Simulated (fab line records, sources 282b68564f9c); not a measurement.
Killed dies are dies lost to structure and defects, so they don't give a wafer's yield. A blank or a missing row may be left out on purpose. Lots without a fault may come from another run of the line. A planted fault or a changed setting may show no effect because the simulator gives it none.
A struck lot beside a sound one | flow rit_cmos | 34 steps out of a route of 202
Sound: wafers L713.1, L713.2, L713.5. Struck: wafers L725.2, L725.5, L725.6. The cause comes at the end.
At each step with rows: each side's tool, then ch and its chambers, then its first start. Under that, the readings that differ: sound wafers | struck wafers | difference of the means | sigmas: that difference in standard deviations of wafers without a fault.
alike: readings whose means differ by less than 2 such deviations, and words and numbers that are the same on both sides. not compared: withheld readings, readings that some wafer has no value for, bounds like >300 that may hide the same value, and numbers for which the record gives no deviation and whose values overlap.
The two part at a step that has a row with sigmas, a row that says differs or no value, or rows on one side only. Numbers that don't overlap but have no deviation are shown without sigmas and don't part them. A reading that every wafer of one side lacks parts them only if that side has two wafers or more.

first, 2 steps without rows for these wafers: RIT_SPACER_CLEAN_02 (cleans in SC2, time 600 s); RIT_SPACER_CVD_03 (deposits Si3N4 from SiH2Cl2/NH3, target thk 250 nm, time 3300 s).
RIT_SPACER_THK_MEAS_04:
  sound on film_metro-01, day 3 22:47; struck on film_metro-03, day 6 10:37
  alike: SPACER_NITRIDE_THK
RIT_SPACER_ETCHBACK_05: etches Si3N4 in SF6/CHF3, stops on SiO2, target depth 250 nm, time 240 s.
  sound on rie_diel-03 ch 2,3, day 3 22:50; struck on rie_diel-02 ch 1,2,3, day 6 10:40
  alike: drypump_motor_current_A, oes_product_au, throttle_valve_pct
  not compared: rf_hours_counter_h
then, 6 steps without rows for these wafers: RIT_NSD_HMDS_00 (prime time 60 s); RIT_NSD_COAT_01 (resist thk 1000 nm); RIT_NSD_SOFTBAKE_02 (time 60 s); RIT_NSD_EXPOSE_03 (exposes mask M9, target cd 40700 nm); RIT_NSD_PEB_04; RIT_NSD_DEVELOP_05 (develop time 50 s).
RIT_NSD_OVL_MEAS_06:
  sound on overlay-01, day 3 23:50; struck on overlay-02, day 6 11:40
  reading      | sound       | struck         | difference | sigmas
  NSD_OVL (nm) | 4.7 1.9 0.4 | -0.9 -0.7 -1.0 | -3.2       | -2
then, 1 step without rows for these wafers: RIT_NSD_HARDBAKE_07 (time 60 s).
RIT_NSD_IMPLANT_08:
  sound on implanter-03 ch 0, day 4 00:02; struck on implanter-03 ch 0, day 6 11:53
  reading                          | sound                            | struck                           | difference  | sigmas
  dose_ions_cm2                    | 1.0005e+15 1.0012e+15 1.0012e+15 | 1.7323e+15 1.7329e+15 1.7332e+15 | +7.3183e+14 | +99 or more
  end_station_pressure_torr (Torr) | 8.1e-06 7.6e-06 7.7e-06          | 9e-06 8.8e-06 8.9e-06            | +1e-06      | +3
  faraday_current_uA               | 3044 3050 3117                   | 5486 5406 5470                   | +2384       | +40
  alike: tilt_deg
RIT_NSD_STRIP_09: strips in O2, time 180 s.
  sound on plasma_asher-03 ch 0,1, day 4 00:11; struck on plasma_asher-02 ch 0,1, day 6 12:00
  alike: drypump_motor_current_A
  not compared: rf_hours_counter_h
RIT_NSD_TW_MEAS_10:
  sound on film_metro-03, day 4 00:21; struck on film_metro-04, day 6 12:11
  reading | sound          | struck         | difference | sigmas
  NSD_TW  | 3026 3042 3019 | 3447 3458 3434 | +417       | +12
then, 6 steps without rows for these wafers: RIT_PSD_HMDS_00 (prime time 60 s); RIT_PSD_COAT_01 (resist thk 1000 nm); RIT_PSD_SOFTBAKE_02 (time 60 s); RIT_PSD_EXPOSE_03 (exposes mask M10, target cd 40900 nm); RIT_PSD_PEB_04; RIT_PSD_DEVELOP_05 (develop time 50 s).
RIT_PSD_OVL_MEAS_06:
  sound on overlay-02, day 4 01:16; struck on overlay-02, day 6 13:20
  alike: PSD_OVL
then, 2 steps without rows for these wafers: RIT_PSD_HARDBAKE_07 (time 60 s); RIT_PSD_IMPLANT_08.
RIT_PSD_STRIP_09: strips in O2, time 180 s.
  sound on plasma_asher-03 ch 0,1, day 4 01:36; struck on plasma_asher-02 ch 0,1, day 6 13:40
  alike: drypump_motor_current_A
  not compared: rf_hours_counter_h
RIT_PSD_TW_MEAS_10:
  sound on film_metro-02, day 4 01:47; struck on film_metro-02, day 6 13:51
  alike: PSD_TW
then, 3 steps without rows for these wafers: RIT_SDANNEAL_CLEAN_00 (cleans in SC1, time 600 s); RIT_SDANNEAL_CLEAN_01 (cleans in dHF, time 30 s); RIT_SDANNEAL_CLEAN_02 (cleans in SC2, time 600 s).
RIT_SDANNEAL_RTA_03: time 5 s.
  sound on rtp_anneal-02 ch 0, day 4 02:13; struck on rtp_anneal-02 ch 0, day 6 14:19
  alike: ramp_down_c_per_s, ramp_up_c_per_s, wafer_temp_C_max
RIT_SDANNEAL_RS_MEAS_04: measures by four-point-probe.
  sound on film_metro-02, day 4 02:17; struck on film_metro-02, day 6 14:23
  alike: PSD_RS
RIT_SDANNEAL_RS_MEAS_05: measures by four-point-probe.
  sound on film_metro-02, day 4 02:24; struck on film_metro-02, day 6 14:30
  reading         | sound          | struck         | difference | sigmas
  NSD_RS (ohm/sq) | 84.9 84.5 84.8 | 56.9 57.0 56.8 | -27.8      | -87
RIT_SDANNEAL_RS_MEAS_06: measures by four-point-probe.
  sound on film_metro-02, day 4 02:31; struck on film_metro-02, day 6 14:37
  alike: PLDD_RS
RIT_M1_PROBE_99:
  sound on prober-01, day 4 09:53; struck on prober-01, day 6 21:41
  reading                               | sound             | struck            | difference | sigmas
  model.etest.nmos_0p3.r_on_ohm_um      | 2228 2161 2192    | 2005 2077 1999    | -167       |
  model.etest.nmos_0p15.r_on_ohm_um     | 1186 1108 1164    | 1018 1093 1008    | -113       |
  model.etest.nmos_0p15.drive_ua_um     | 451.6 462.7 469.2 | 502.1 487.7 501.7 | +36.0      |
  model.etest.nmos_narrow.drive_ua_um   | 211.6 213.7 221.3 | 250 240 249.4     | +31        |
  model.etest.nmos_0p3.drive_ua_um      | 216.6 221 223.4   | 243.3 238.8 248.5 | +23.2      |
  model.etest.contact_nplus.end_ohm_um  | 43.33 42.29 42.93 | 20.45 20.29 20.71 | -22.37     |
  model.etest.npoly_line.rs_ohm_sq      | 16.9 17.09 16.9   | 16.65 16.65 16.57 | -0.34      |
  model.etest.nmos_0p15.tox_inv_nm (nm) | 4.488 4.543 4.407 | 4.155 4.144 4.134 | -0.335     |
  alike: killed_at_contacts, killed_at_front_end, killed_dies, killed_open, killed_short

WHERE THEY PART
First at RIT_NSD_OVL_MEAS_06; last, within this record, at RIT_SDANNEAL_RS_MEAS_05. Later steps at which nothing parts them and some readings are alike: RIT_SDANNEAL_RS_MEAS_06, RIT_M1_PROBE_99.

WHY: what the simulator had put in
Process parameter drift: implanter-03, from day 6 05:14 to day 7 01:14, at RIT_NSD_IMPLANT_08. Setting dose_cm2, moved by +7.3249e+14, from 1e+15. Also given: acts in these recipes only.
